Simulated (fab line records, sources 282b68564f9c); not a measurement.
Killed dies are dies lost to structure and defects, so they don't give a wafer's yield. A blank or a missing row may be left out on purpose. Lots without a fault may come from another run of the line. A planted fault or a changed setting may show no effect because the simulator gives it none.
Which tool did it? | flow rit_cmos | 14 lots, 42 wafers sampled, at 2 steps of a route of 202

WHAT THE GAUGES READ, wafer by wafer
RIT_NSD_TW_MEAS_10.
lot  | measured    | on            | NSD_TW
L309 | day 3 18:42 | film_metro-03 | 3092 3101 3080
L310 | day 3 21:47 | film_metro-04 | 3098 3082 3111
L311 | day 4 02:07 | film_metro-01 | 3144 3143 3138
L312 | day 4 07:33 | film_metro-03 | 3089 3102 3090
L313 | day 4 11:37 | film_metro-03 | 3111 3090 3103
L316 | day 5 02:48 | film_metro-01 | 3130 3151 3144
L317 | day 5 09:37 | film_metro-01 | 3142 3136 3158
L318 | day 5 12:02 | film_metro-01 | 30 30 30
L321 | day 6 03:12 | film_metro-01 | 30 30 30
L322 | day 6 07:37 | film_metro-01 | 3148 3147 3162
L323 | day 6 12:10 | film_metro-01 | 3146 3158 3155
L324 | day 6 18:47 | film_metro-04 | 3077 3098 3076
L328 | day 7 14:20 | film_metro-01 | 3138 3151 3152
L329 | day 7 18:59 | film_metro-01 | 3160 3179 3147

WHICH TOOL RAN EACH LOT (tool, then ch and the chambers of the sampled wafers, then the start)
lot  | RIT_NSD_DEVELOP_05
L309 | litho_track-03 ch 0, day 3 18:00
L310 | litho_track-01 ch 0, day 3 21:00
L311 | litho_track-03 ch 0, day 4 01:00
L312 | litho_track-01 ch 0, day 4 06:00
L313 | litho_track-01 ch 0, day 4 10:00
L316 | litho_track-04 ch 0, day 5 02:00
L317 | litho_track-04 ch 0, day 5 08:00
L318 | litho_track-04 ch 0, day 5 11:00
L321 | litho_track-04 ch 0, day 6 02:00
L322 | litho_track-03 ch 0, day 6 06:00
L323 | litho_track-01 ch 0, day 6 11:00
L324 | litho_track-01 ch 0, day 6 18:00
L328 | litho_track-03 ch 0, day 7 13:00
L329 | litho_track-01 ch 0, day 7 18:00
- RIT_NSD_DEVELOP_05: develop time 50 s.

WHAT THE TOOLS THEMSELVES READ (means of the sampled wafers that have a number; where no wafer has one, the mark that the record gives instead)
RIT_NSD_DEVELOP_05.
lot  | tool           | developer_temp_C (C) | exhaust_pa (Pa)
L309 | litho_track-03 | 23.01                | 45.0
L310 | litho_track-01 | 23.06                | 44.7
L311 | litho_track-03 | 23.18                | 45.2
L312 | litho_track-01 | 22.89                | 46.5
L313 | litho_track-01 | 23.11                | 45.9
L316 | litho_track-04 | 22.95                | 43.9
L317 | litho_track-04 | 23.07                | 45.1
L318 | litho_track-04 | 22.93                | 43.8
L321 | litho_track-04 | 23.08                | 44.7
L322 | litho_track-03 | 23.04                | 44.3
L323 | litho_track-01 | 23.09                | 45.0
L324 | litho_track-01 | 23.06                | 44.9
L328 | litho_track-03 | 23.03                | 45.3
L329 | litho_track-01 | 23.05                | 45.3

THE ANSWER, worked out from the rows above alone
Rule: what is usual is taken from the lots themselves. Put in order of their means at a reading, lots are off if they are a third of the lots or fewer, leave a main group of 4 or more, and stand apart from it by a gap of 3 or more times the standard deviation of the main group's means; of several such gaps the widest counts. A main group whose means are all the same, to the digits that the tables above print for the reading, isn't used. A lot without any number at a reading at which 4 lots or more have one is off too. The other lots that the step has rows for count as sound. The gauges are gone through in route order, then the tools' own readings, and for those a lot's mean is taken as printed above. The first step at which some lot is off is used, and at that step the reading that is off furthest; a lot without a number counts as furthest.
Off: L318, L321, at RIT_NSD_TW_MEAS_10 (NSD_TW). The main group: mean 3126, standard deviation 28.
A tool fits if, at a process step before that reading, it ran every lot that is off, and no sound lot after the first of them. The gauges at RIT_NSD_TW_MEAS_10 are tried like those tools. One fits: litho_track-04 at RIT_NSD_DEVELOP_05. Its last sound lot is L317 (day 5 08:00), its first lot that is off L318 (day 5 11:00): a fault that began between those two fits.

WHAT THE SIMULATOR HAD PUT IN
Process parameter drift: litho_track-04, from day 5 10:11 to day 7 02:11, at RIT_NSD_DEVELOP_05. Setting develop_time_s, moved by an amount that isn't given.
Lots struck among those shown: L318, L321. The rule above found the same.
